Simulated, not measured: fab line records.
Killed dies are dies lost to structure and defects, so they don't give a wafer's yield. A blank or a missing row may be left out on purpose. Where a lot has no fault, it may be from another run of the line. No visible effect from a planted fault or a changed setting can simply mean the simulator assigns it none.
fab line records	flow berkeley-cmos170
[record] lots = 14	wafers = 42	last-day = 12
route steps=331 shown GATE@131 PLDD@151 SPACER@173
lots with no fault: from the same line, run without faults
start-h: hours from the record's first day to the start of the lot's first wafer shown	wait-h: time in hours since the lot's previous step	" identical to the entry in the row above	L1.1+2: one row covering several wafers at once	- no value, or no start given	* or withheld: withheld	< > ~ a bound
route shown NAME@n: NAME is a module with steps in the file, n the number in the route of the first one	usual: the fault-free wafers' mean and standard deviation	same: alike in all rows	chamber/n: place in a boat	sites: each site's reading	_std_site: the standard deviation of these	_edge_site: inner sites' mean taken away from outer sites' mean	radius-mm: for every site, how far away it sits from the centre of the wafer	mask NAME#n: copy n	behind: tool/chamber where the wafer was last shaped	hold: the reason the lot was held/the length of the hold in hours/how it ended	device: transistor that didn't switch, given as n, p or np	end of line: tests of these same wafers at the route's end	a step with no rows: only its recipe	killed: the dies lost at the first sort to structure and to defects; this is not the yield of the wafer	map: the dies of a wafer, with x for killed, . for not killed, _ for no die there
set.NAME: the run value of the setting; set.NAME@STEP: its run value at that earlier step	model.NAME: the simulator's own value behind a step, which no gauge read
one table for each step of the route and one row for each wafer, over a sample of lots
services: the hour from which a tool's chamber was out of use, counted from the record's first day as start-h (under 0 if before that day), plus the number of hours and why
[[steps]]
[step UCB170_GATE_THK_MEAS_05]
[recipe] reads = poly-Si_of_GATE_CVD_04
[usual] GATE_POLY_THK = 213.2/2.5
lot.wafer	tool	chamber	start-h	wait-h	GATE_POLY_THK[nm]
L279.1	film-metro-01	-	124.85	0.0	211.9
L279.5	"	-	"	"	215.3
L279.6	"	-	"	"	211.6
L278.2	film-metro-02	-	124.86	0.0	215.0
L278.4	"	-	"	"	214.8
L278.6	"	-	"	"	215.1
L281.1	film-metro-02	-	143.18	0.0	213.8
L281.3	"	-	"	"	213.6
L281.6	"	-	"	"	213.2
L282.1	film-metro-03	-	143.18	0.0	214.6
L282.2	"	-	"	"	216.2
L282.4	"	-	"	"	214.2
L285.2	film-metro-02	-	161.66	0.0	212.4
L285.3	"	-	"	"	213.0
L285.5	"	-	"	"	211.4
L286.2	film-metro-03	-	170.95	0.0	212.7
L286.3	"	-	"	"	213.4
L286.6	"	-	"	"	212.4
L292.1	film-metro-01	-	197.48	0.0	211.8
L292.2	"	-	"	"	213.6
L292.5	"	-	"	"	215.8
L293.2	film-metro-02	-	207.46	0.0	219.9
L293.4	"	-	"	"	218.7
L293.5	"	-	"	"	219.6
L297.1	film-metro-02	-	212.43	0.0	211.4
L297.3	"	-	"	"	211.4
L297.6	"	-	"	"	211.3
L295.1	film-metro-02	-	212.49	0.1	209.5
L295.2	"	-	"	"	212.6
L295.3	"	-	"	"	214.2
L296.1	film-metro-02	-	212.55	0.1	208.8
L296.2	"	-	"	"	208.4
L296.4	"	-	"	"	209.3
L298.1	film-metro-03	-	236.86	0.0	212.7
L298.2	"	-	"	"	212.2
L298.5	"	-	"	"	214.0
L300.1	film-metro-02	-	236.86	0.0	213.2
L300.4	"	-	"	"	212.3
L300.6	"	-	"	"	211.3
L299.1	film-metro-03	-	236.92	0.1	209.7
L299.2	"	-	"	"	211.5
L299.5	"	-	"	"	209.2
[step UCB170_GATE_OVL_MEAS_13]
[usual] GATE_OVL = -2/5.9
lot.wafer	tool	chamber	start-h	wait-h	GATE_OVL[nm]
L278.2	overlay-02	-	125.89	0.1	-8
L278.4	"	-	"	"	-2
L278.6	"	-	"	"	-8
L279.1	overlay-01	-	126.13	0.1	0
L279.5	"	-	"	"	3
L279.6	"	-	"	"	-9
L281.1	overlay-02	-	144.53	0.1	4
L281.3	"	-	"	"	0
L281.6	"	-	"	"	-6
L282.1	overlay-01	-	144.65	0.1	8
L282.2	"	-	"	"	1
L282.4	"	-	"	"	4
L285.2	overlay-01	-	162.78	0.1	10
L285.3	"	-	"	"	12
L285.5	"	-	"	"	14
L286.2	overlay-01	-	172.59	0.1	-4
L286.3	"	-	"	"	3
L286.6	"	-	"	"	-4
L292.1	overlay-01	-	199.41	0.1	-3
L292.2	"	-	"	"	-8
L292.5	"	-	"	"	-4
L293.2	overlay-01	-	209.12	0.1	0
L293.4	"	-	"	"	-2
L293.5	"	-	"	"	-7
L297.1	overlay-01	-	213.45	0.1	5
L297.3	"	-	"	"	1
L297.6	"	-	"	"	9
L295.1	overlay-02	-	213.69	0.1	-8
L295.2	"	-	"	"	-7
L295.3	"	-	"	"	-8
L296.1	overlay-01	-	213.97	0.1	6
L296.2	"	-	"	"	1
L296.4	"	-	"	"	2
L298.1	overlay-01	-	238.21	0.1	-2
L298.2	"	-	"	"	-4
L298.5	"	-	"	"	-3
L300.1	overlay-02	-	238.24	0.1	1
L300.4	"	-	"	"	-3
L300.6	"	-	"	"	-6
L299.1	overlay-01	-	238.49	0.1	0
L299.2	"	-	"	"	1
L299.5	"	-	"	"	0
[step UCB170_PLDD_CD_MEAS_06]
[recipe] target-cd-nm = 1200
[usual] cd-nm = 1199.9/1.3
lot.wafer	tool	chamber	start-h	wait-h	cd-nm
L278.2	cd-sem-02	-	127.42	-	1199.8
L278.4	"	-	"	"	1198.4
L278.6	"	-	"	"	1199.8
L279.1	cd-sem-02	-	127.67	-	1199.7
L279.5	"	-	"	"	1198.9
L279.6	"	-	"	"	1199.1
L281.1	cd-sem-02	-	146.24	-	1200.1
L281.3	"	-	"	"	1199.5
L281.6	"	-	"	"	1199.5
L282.1	cd-sem-02	-	146.36	-	1200.2
L282.2	"	-	"	"	1200.2
L282.4	"	-	"	"	1198.7
L285.2	cd-sem-02	-	166.88	-	1197.3
L285.3	"	-	"	"	1200.0
L285.5	"	-	"	"	1198.3
L286.2	cd-sem-01	-	174.05	-	1198.8
L286.3	"	-	"	"	1200.0
L286.6	"	-	"	"	1199.8
L292.1	cd-sem-01	-	201.73	-	1199.5
L292.2	"	-	"	"	1200.1
L292.5	"	-	"	"	1200.1
L293.2	cd-sem-02	-	210.88	-	1199.7
L293.4	"	-	"	"	1200.8
L293.5	"	-	"	"	1198.5
L297.1	cd-sem-01	-	214.86	-	1199.2
L297.3	"	-	"	"	1199.4
L297.6	"	-	"	"	1200.5
L295.1	cd-sem-01	-	215.18	-	1203.3
L295.2	"	-	"	"	1201.3
L295.3	"	-	"	"	1201.4
L296.1	cd-sem-02	-	215.33	-	1198.6
L296.2	"	-	"	"	1200.2
L296.4	"	-	"	"	1198.9
L298.1	cd-sem-02	-	239.73	-	1198.8
L298.2	"	-	"	"	1200.8
L298.5	"	-	"	"	1201.2
L300.1	cd-sem-02	-	239.94	-	1197.6
L300.4	"	-	"	"	1197.7
L300.6	"	-	"	"	1196.7
L299.1	cd-sem-02	-	240.18	-	1200.7
L299.2	"	-	"	"	1200.1
L299.5	"	-	"	"	1200.3
[step UCB170_SPACER_ANNEAL_02]
[recipe] temp-c = 900	time-s = 1800	ambient = N2
[usual] spike-tc-centre-C = 901.6/1.2	spike-tc-load-C = 924.7/2.1
lot.wafer	tool	chamber	start-h	wait-h	spike-tc-centre-C	spike-tc-load-C
L278.2	furnace-01	0	133.06	2.8	900.5	923.6
L278.4	"	0	"	"	901.0	926.9
L278.6	"	0	"	"	901.1	926.6
L279.1	furnace-01	0	133.06	2.6	899.9	924.7
L279.5	"	0	"	"	900.9	926.1
L279.6	"	0	"	"	900.5	924.6
L281.1	furnace-01	0	153.14	3.5	901.2	925.2
L281.3	"	0	"	"	901.0	926.2
L281.6	"	0	"	"	902.8	924.1
L282.1	furnace-01	0	153.14	3.1	901.3	928.7
L282.2	"	0	"	"	901.1	923.7
L282.4	"	0	"	"	899.5	925.0
L285.2	furnace-01	-	172.97	3.2	-	-
L285.3	"	-	"	"	-	-
L285.5	"	-	"	"	-	-
L286.2	furnace-01	-	180.72	2.3	-	-
L286.3	"	-	"	"	-	-
L286.6	"	-	"	"	-	-
L292.1	furnace-03	0	205.79	1.0	901.0	926.5
L292.2	"	0	"	"	900.4	927.2
L292.5	"	0	"	"	901.0	926.6
L293.2	furnace-02	0	216.41	2.9	903.5	921.3
L293.4	"	0	"	"	904.5	922.1
L293.5	"	0	"	"	902.4	921.8
L295.1	furnace-02	0	219.41	1.3	901.9	921.6
L295.2	"	0	"	"	902.3	922.6
L295.3	"	0	"	"	901.8	921.3
L296.1	furnace-02	0	219.41	0.2	902.9	922.2
L296.2	"	0	"	"	901.3	921.4
L296.4	"	0	"	"	902.9	923.0
L297.1	furnace-02	0	219.41	1.7	904.5	920.2
L297.3	"	0	"	"	903.0	923.1
L297.6	"	0	"	"	901.8	918.9
L298.1	furnace-01	0	247.78	5.4	901.0	924.9
L298.2	"	0	"	"	901.9	924.7
L298.5	"	0	"	"	900.6	923.6
L299.1	furnace-01	0	247.78	4.9	900.2	922.6
L299.2	"	0	"	"	899.2	924.8
L299.5	"	0	"	"	902.9	926.2
L300.1	furnace-01	0	247.78	5.2	902.9	925.4
L300.4	"	0	"	"	900.5	926.0
L300.6	"	0	"	"	900.7	925.8
[[services]]
tool	chamber	start-h	hours	kind
furnace-02	-	123.16	3.4	pm
furnace-01	-	134.56	3.4	pm
furnace-03	-	182.24	3.6	pm
furnace-02	-	224.06	3.7	pm
furnace-02	-	235.69	19.6	pm
[[key]]
[first-sign] step = UCB170_SPACER_ANNEAL_02	reading = tool-record	direction = missing
effect none on later readings
met-at UCB170_SPACER_ANNEAL_02
struck-lots L285,L286
later-rows-left-out L285.2,L285.3,L285.5,L286.2,L286.3,L286.6
sort-left-out L285.2,L285.3,L285.5,L286.2,L286.3,L286.6
tester-left-out L285,L286
not-acting-at UCB170_GATE_THK_MEAS_05,UCB170_GATE_OVL_MEAS_13,UCB170_PLDD_CD_MEAS_06
onset-between 153.14 172.97
[fault] kind = skipped-step-whole	tool = furnace-01	chamber = -	onset-h = 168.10	steps = UCB170_SPACER_ANNEAL_02	scope = struck-lots-only
// tester-left-out: of these lots the tester's yield and bins aren't shown, on N5 and GAA mostly nor the transistor test; their killed dies are dies lost to structure and defects alone, not to doping, threshold or leakage, so they don't give the yield
// sort-left-out: the simulated sort isn't trusted on such a fault, so these wafers' sort isn't shown, and their yield isn't known
// later-rows-left-out: the simulator's readings of these wafers behind a module that went badly wrong aren't trusted and aren't shown, but for the sort
